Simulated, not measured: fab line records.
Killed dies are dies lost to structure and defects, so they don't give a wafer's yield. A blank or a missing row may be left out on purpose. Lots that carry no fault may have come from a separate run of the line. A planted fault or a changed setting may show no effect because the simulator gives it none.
Check of tool commonality | flow berkeleyCmos170 | Lots sampled 14, wafers sampled 42

## WHY THIS WAS OPENED
2 of 14 lots carry a flag on the reading NSD_TW at UCB170_NSD_TW_MEAS_10. No-fault wafers: 4221, standard deviation 37.
Rule: a lot is flagged in two cases, either no wafer of it has a number, or all its wafers with numbers fall more than 4 standard deviations from that mean. The rest of the lots are taken to be sound.

lot  | measured     | on           | NSD_TW, wafer by wafer | flag
L563 | day 6 23:20  | filmMetro-04 | 4188 4176 4174         | 
L567 | day 8 03:38  | filmMetro-01 | 4280 4271 4280         | 
L568 | day 8 13:40  | filmMetro-01 | 4290 4286 4275         | 
L569 | day 8 14:19  | filmMetro-02 | 4181 4179 4202         | 
L570 | day 8 18:11  | filmMetro-04 | 4174 4163 4165         | 
L574 | day 9 10:08  | filmMetro-02 | 4212 4206 4211         | 
L576 | day 9 15:38  | filmMetro-02 | 4197 4212 4202         | 
L577 | day 10 04:21 | filmMetro-02 | 4192 4195 4184         | 
L578 | day 10 04:43 | filmMetro-01 | 3804 3818 3815         | FLAGGED
L580 | day 10 08:47 | filmMetro-01 | 3809 3805 3825         | FLAGGED
L579 | day 10 08:57 | filmMetro-01 | 4254 4249 4251         | 
L582 | day 11 03:38 | filmMetro-04 | 4181 4176 4155         | 
L585 | day 11 03:46 | filmMetro-02 | 4209 4214 4201         | 
L583 | day 11 04:26 | filmMetro-01 | 4267 4262 4249         | 
The numbers of the flagged lots are 3813 on average: -408 against the usual, or -11 standard deviations.

## EACH LOT AND THE TOOL IT RAN ON
2 process steps preceding the reading are held in the record, out of 331 steps in the route. Cell contents, in order: the tool; ch with the chambers the sampled wafers went through; the start.
lot  | flag    | UCB170_NSD_IMPLANT_08           | UCB170_NSD_STRIP_09
L563 |         | implanter-02 ch 0, day 6 23:05  | plasmaAsher-02 ch 0, day 6 23:14
L567 |         | implanter-04 ch 0, day 8 03:23  | plasmaAsher-03 ch 0,1, day 8 03:32
L568 |         | implanter-02 ch 0, day 8 13:25  | plasmaAsher-04 ch 0,1, day 8 13:34
L569 |         | implanter-01 ch 0, day 8 14:04  | plasmaAsher-02 ch 0,1, day 8 14:12
L570 |         | implanter-04 ch 0, day 8 17:58  | plasmaAsher-04 ch 0,1, day 8 18:05
L574 |         | implanter-02 ch 0, day 9 09:54  | plasmaAsher-04 ch 0,1, day 9 10:01
L576 |         | implanter-01 ch 0, day 9 15:23  | plasmaAsher-02 ch 0,1, day 9 15:32
L577 |         | implanter-02 ch 0, day 10 04:06 | plasmaAsher-04 ch 0,1, day 10 04:15
L578 | FLAGGED | implanter-04 ch 0, day 10 04:28 | plasmaAsher-04 ch 0,1, day 10 04:37
L580 | FLAGGED | implanter-04 ch 0, day 10 08:26 | plasmaAsher-02 ch 0,1, day 10 08:35
L579 |         | implanter-01 ch 0, day 10 08:43 | plasmaAsher-04 ch 0,1, day 10 08:50
L582 |         | implanter-02 ch 0, day 11 03:23 | plasmaAsher-04 ch 0,1, day 11 03:32
L585 |         | implanter-01 ch 0, day 11 03:32 | plasmaAsher-02 ch 0,1, day 11 03:39
L583 |         | implanter-02 ch 0, day 11 04:11 | plasmaAsher-04 ch 0,1, day 11 04:20
These steps, and what they do:
- UCB170_NSD_IMPLANT_08
- UCB170_NSD_STRIP_09: strips in O2.
- UCB170_NSD_TW_MEAS_10

## FLAGGED OVER TOTAL, TOOL BY TOOL (the gauges that took the reading come last)
step                  | tool           | lots run | flagged | share of the flagged lots | sound lots run after its first flagged lot
UCB170_NSD_IMPLANT_08 | implanter-01   | 4        | 0       | none                      | -
UCB170_NSD_IMPLANT_08 | implanter-02   | 6        | 0       | none                      | -
UCB170_NSD_IMPLANT_08 | implanter-04   | 4        | 2       | all                       | 0
UCB170_NSD_STRIP_09   | plasmaAsher-02 | 5        | 1       | some                      | 1 (L585)
UCB170_NSD_STRIP_09   | plasmaAsher-03 | 1        | 0       | none                      | -
UCB170_NSD_STRIP_09   | plasmaAsher-04 | 8        | 1       | some                      | 3 (L579,L582,L583)
UCB170_NSD_TW_MEAS_10 | filmMetro-01   | 6        | 2       | all                       | 2 (L579,L583)
UCB170_NSD_TW_MEAS_10 | filmMetro-02   | 5        | 0       | none                      | -
UCB170_NSD_TW_MEAS_10 | filmMetro-04   | 3        | 0       | none                      | -

## WHAT THE TABLE PERMITS
Rows of the table that ran all the flagged lots, 2 in number: implanter-04 at UCB170_NSD_IMPLANT_08; filmMetro-01 at UCB170_NSD_TW_MEAS_10.
- implanter-04 at UCB170_NSD_IMPLANT_08 ran 4 lots, 2 of them flagged. Last sound lot L570 at day 8 17:58, first flagged lot L578 at day 10 04:28; a fault beginning in between fits. Its own readings (beamEnergyKeV) fall more than 4 standard deviations out on all wafers of the flagged lots.
- filmMetro-01 at UCB170_NSD_TW_MEAS_10 ran 6 lots, 2 of them flagged. Sound lots followed the first flagged one (L579, L583) on it, something a lasting fault affecting the whole tool could not allow.
Just one tool remains: implanter-04 at UCB170_NSD_IMPLANT_08.

## WHAT WAS PUT IN BY THE SIMULATOR
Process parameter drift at UCB170_NSD_IMPLANT_08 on implanter-04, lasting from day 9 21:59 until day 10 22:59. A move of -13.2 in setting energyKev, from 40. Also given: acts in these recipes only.
Struck lots among those shown: L578, L580. The rule above reached the same finding.
